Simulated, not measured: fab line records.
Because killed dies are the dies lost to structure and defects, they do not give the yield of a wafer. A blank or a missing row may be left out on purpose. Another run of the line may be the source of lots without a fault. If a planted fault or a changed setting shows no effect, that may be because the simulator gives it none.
One fault through the eyes of 2 desks	flow berkeley cmos170	numbers are kept per desk, each desk with only its own; the story behind them comes last

## THE TOOL OWNER'S DESK: rie metal-04
The tool's own readings at UCB170_M1_METAL_ETCH_12 (etches Al in Cl2/BCl3, stops on PSG, target depth 780 nm, time 130 s): means of the sampled wafers that have a number, for each lot that ran on this tool. Marked OUT: a lot whose mean sits more than 4 standard deviations from the usual mean, which makes it out of limits; the brackets give that distance.
Columns: A = drypump motor current A at UCB170_M1_METAL_ETCH_12, usual 5.2 A; B = oes product au at UCB170_M1_METAL_ETCH_12, usual 0.852 a.u.; C = rf fwd power W at UCB170_M1_METAL_ETCH_12, usual 597.2 W; D = throttle valve pct at UCB170_M1_METAL_ETCH_12, usual 24.4 %
lot	first seen here	A	B	C	D
L936	day 11 16:01	5.7	0.863	598.0	23.9
L939	day 11 17:44	5.4	0.869	596.6	24.6
L945	day 12 11:54	5.4	0.857	550.7 (-22) OUT	24.6
L944	day 12 13:43	5.5	0.861	573.5 (-11) OUT	24.3
L948	day 12 17:37	5.4	0.874	549.8 (-23) OUT	24.6
Finding of this desk: L944, L945, L948 out of limits; the first was L945 at day 12 11:54, on rf fwd power W at UCB170_M1_METAL_ETCH_12. Within limits: L936, L939.

## THE METROLOGY DESK
Lot by lot, what the gauges showed, no matter which tool ran the lot: averages of those sampled wafers that carry a number. Marked OUT: a lot whose mean sits more than 4 standard deviations from the usual mean, which makes it out of limits; the brackets give that distance.
Columns: A = cd nm at UCB170_NSD_CD_MEAS_06, usual 1199.6 nm; B = M2_OVL at UCB170_M2_OVL_MEAS_16, usual 1 nm
lot	first seen here	A	B
L929	day 9 02:59	1197.6	-2
L930	day 9 03:17	1200.8	3
L931	day 9 17:26	1201.8	13
L934	day 10 12:39	1198.8	-2
L935	day 10 13:21	1199.2	6
L936	day 11 03:33	1198.2	3
L937	day 11 03:45	1200.0	4
L939	day 11 03:59	1199.2	1
L943	day 11 14:49	1199.6	0
L945	day 12 01:16	1198.8	-1
L946	day 12 01:31	1199.0	3
L944	day 12 01:40	1197.2	-15
L948	day 12 05:20	1198.4	-3
L950	day 13 06:47	1199.6	6
L951	day 13 07:28	1200.3	-3
This desk's finding: nothing out of limits on any of the 15 lots.

## BROUGHT TOGETHER
At day 12 11:54, on L944, L945, L948, the tool owner's desk was in a position to raise an alarm.
Metrology desk: nothing out of limits seen.
The metrology desk has L944, L945, L948 on record, within its limits.
The lots listed all ran UCB170_M1_METAL_ETCH_12 on rie metal-04.

## WHAT THE SIMULATOR HAD INSERTED
rie metal-04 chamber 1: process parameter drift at UCB170_M1_METAL_ETCH_12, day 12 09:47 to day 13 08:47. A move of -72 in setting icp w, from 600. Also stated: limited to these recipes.
Shown lots that were struck: L944, L945, L948.
How many hours passed from the start of the fault until each desk's first out-of-limits reading: the tool owner's desk, 2.
